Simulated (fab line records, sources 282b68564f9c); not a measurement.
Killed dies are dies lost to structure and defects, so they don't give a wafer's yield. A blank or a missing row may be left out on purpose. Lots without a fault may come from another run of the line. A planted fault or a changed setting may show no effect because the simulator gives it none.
fab line records | flow rit_cmos
record lots=10 wafers=30 last_day=8
route steps=202 shown FOX2@23 M1@202
lots that met no fault: from a run of the same line without faults
start_h: hours from the record's first day to the start of the lot's first wafer shown | wait_h: hours since the lot's step before | " the same as in the row above | L1.1+2: a row that stands for several wafers | - no value, or no start given | * or withheld: withheld | < > ~ a bound
route shown NAME@n: a module of which the file shows steps, and the number in the route of the first | usual: mean/standard deviation of fault-free wafers | same: alike in all rows | chamber/n: place in a boat | sites: the reading at each site | _std_site: their standard deviation | _edge_site: outer sites' mean less inner sites' | radius_mm: how far each site lies from the wafer's centre | mask NAME#n: copy n | behind: the tool/chamber that last shaped the wafer | hold: why the lot was held/for how many hours/how that ended | device: the transistor (n, p or np) that didn't switch | end of line: the same wafers' tests at the end of the route | a step without rows: its recipe alone | killed: dies lost to structure and defects at the first sort, not the wafer's yield | map: a wafer's dies, x killed, . not, _ none there
set.NAME: the setting as run; set.NAME@STEP: as run at that earlier step | model.NAME: the simulator's own value behind a step, which no gauge read
steps of the route over a sample of lots; a table a step, a row a wafer
services: from which hour (start_h, from the record's first day; less than 0 if before it) a tool's chamber was out of use, for how many hours, and why
## steps
# step RIT_FOX2_OXIDATION_00
# recipe temp_c=1100 ambient=H2O target_thk_a=3507 p_h2o_torr=720 ox_time_s=1130
# usual spike_tc_centre_C=1101.8/1.2 spike_tc_load_C=1123/4 spike_tc_source_C=1124/3.6 tube_center_temp_C=1100/0.11 tube_center_temp_C_max=1102.9/0.5 zone_power_centre_pct=55/4.5 zone_power_load_pct=46/3.8
# columns lot.wafer tool chamber start_h wait_h spike_tc_centre_C spike_tc_load_C spike_tc_source_C tube_center_temp_C tube_center_temp_C_max zone_power_centre_pct zone_power_load_pct
L878.3 furnace-03 0 24.86 4.3 1103.2 1128 1119 1100.1 1103.0 50 42
L878.5 " 0 " " 1103.5 1129 1119 1100.2 1102.9 49 41
L878.6 " 0 " " 1102.0 1128 1120 1100.1 1102.4 50 42
L879.1 furnace-01 0 29.15 0.9 1102.2 1125 1126 1100.1 1103.2 53 44
L879.3 " 0 " " 1103.7 1125 1127 1100.1 1103.7 54 43
L879.6 " 0 " " 1102.8 1126 1127 1100.1 1102.8 53 44
L880.1 furnace-04 0 33.45 0.9 1100.6 1119 1121 1099.9 1102.6 61 51
L880.2 " 0 " " 1101.3 1118 1120 1100 1102.2 61 52
L880.5 " 0 " " 1102.1 1119 1121 1099.9 1103.1 61 51
L885.1 furnace-01 0 55.33 0.2 1115.2 1141 1139 1114 1116.9 52 45
L885.3 " 0 " " 1113.9 1140 1140 1113.7 1115.9 53 44
L885.5 " 0 " " 1116.5 1139 1143 1113.8 1118.1 54 45
L889.2 furnace-01 0 80.75 4.4 1116.4 1141 1141 1113.9 1116.9 53 44
L889.3 " 0 " " 1117.7 1138 1141 1113.7 1116.6 54 45
L889.4 " 0 " " 1115.1 1141 1141 1113.8 1116.4 53 45
L891.1 furnace-04 0 92.32 3.3 1099.6 1118 1120 1099.9 1103.9 62 52
L891.3 " 0 " " 1101.9 1119 1122 1099.9 1103.0 61 51
L891.6 " 0 " " 1102.6 1118 1121 1100 1102.8 62 51
L898.1 furnace-04 0 128.82 3.7 1100.8 1118 1120 1100.2 1103.8 62 51
L898.5 " 0 " " 1100.8 1117 1121 1100 1102.9 61 51
L898.6 " 0 " " 1101.1 1116 1119 1100 1101.9 62 51
L899.2 furnace-04 0 134.25 2.6 1100.6 1119 1120 1099.9 1102.8 61 51
L899.3 " 0 " " 1100.6 1119 1121 1100 1104.1 62 51
L899.4 " 0 " " 1103.4 1118 1120 1100 1102.8 62 52
L900.1 furnace-01 0 134.84 0.0 1103.2 1125 1130 1100 1102.1 54 44
L900.2 " 0 " " 1102.0 1126 1127 1100 1103.0 53 43
L900.3 " 0 " " 1103.5 1125 1128 1099.9 1102.5 52 44
L901.3 furnace-01 0 134.84 0.0 1101.6 1125 1128 1100 1103.1 52 43
L901.4 " 0 " " 1100.3 1125 1127 1100 1102.7 53 43
L901.6 " 0 " " 1104.1 1127 1127 1100.1 1102.0 54 43
# step RIT_M1_PROBE_99
# usual killed_at_contacts=0.1/0.28 killed_at_front_end=7.1/2.8 killed_dies=7.1/2.9 killed_open=3.4/2 killed_short=3.6/2.1
# same gross_dies=264 killed_at_M0_to_M3=0 killed_at_M4_up=0 killed_at_back_side=0 killed_at_other=0
# columns lot.wafer tool chamber start_h wait_h killed_at_contacts killed_at_front_end killed_dies killed_open killed_short
L891.1 prober-01 - 151.15 0.1 0 6 6 4 2
L891.3 prober-01 - 151.25 0.2 0 7 7 4 3
L891.6 prober-01 - 151.40 0.2 0 8 8 6 2
L901.3 prober-01 - 182.61 0.2 0 6 6 3 3
L901.4 prober-01 - 182.66 0.2 0 7 7 5 2
L901.6 prober-01 - 182.76 0.2 0 5 5 4 1
# killed by level:class
L891.1 REOX:geometric_particle:open=2 FOX1:geometric_particle:open=1 FOX2:geometric_particle:open=1 REOX:geometric_particle:short=1 SPACER:geometric_particle:short=1
L891.3 REOX:geometric_particle:open=2 FOX1:geometric_particle:open=1 FOX2:geometric_particle:open=1 GATE:geometric_particle:short=1 REOX:geometric_particle:short=1 SPACER:geometric_particle:short=1
L891.6 FOX1:geometric_particle:open=2 GATE:geometric_particle:open=2 REOX:geometric_particle:short=2 SPACER:geometric_particle:open=1 SILICIDE:geometric_particle:open=1
L901.3 SPACER:geometric_particle:short=2 SPACER:geometric_particle:open=2 FOX1:geometric_particle:open=1 GATE:geometric_particle:short=1
L901.4 GATE:geometric_particle:open=3 FOX2:geometric_particle:open=2 FOX1:geometric_particle:short=1 SILICIDE:geometric_particle:short=1
L901.6 SPACER:geometric_particle:open=3 FOX2:geometric_particle:open=1 GATE:geometric_particle:short=1
## services
# columns tool chamber start_h hours kind
furnace-01 - 13.33 2.5 repair
furnace-04 - 19.45 2.1 pm
furnace-01 - 21.46 3.1 pm
furnace-04 - 21.54 4.6 pm
furnace-03 - 66.37 63.7 pm
## key
first_sign step=RIT_FOX2_OXIDATION_00 reading=tube_center_temp_C direction=up sigmas=99+ usual=* struck=*
effect step=RIT_FOX2_OXIDATION_00 reading=tube_center_temp_C_max direction=up sigmas=28 usual=* struck=*
met_at RIT_FOX2_OXIDATION_00
struck_lots L885,L889
tester_left_out L885,L889
onset_between 29.15 55.33
fault kind=process_parameter_drift tool=furnace-01 chamber=- onset_h=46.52 steps=RIT_FOX2_OXIDATION_00 channel=temp_c offset=* shape=step end_h=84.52 acts_in=* stated=*
# tester_left_out: of these lots the tester's yield and bins aren't shown, on N5 and GAA mostly nor the transistor test; their killed dies are dies lost to structure and defects alone, not to doping, threshold or leakage, so they don't give the yield
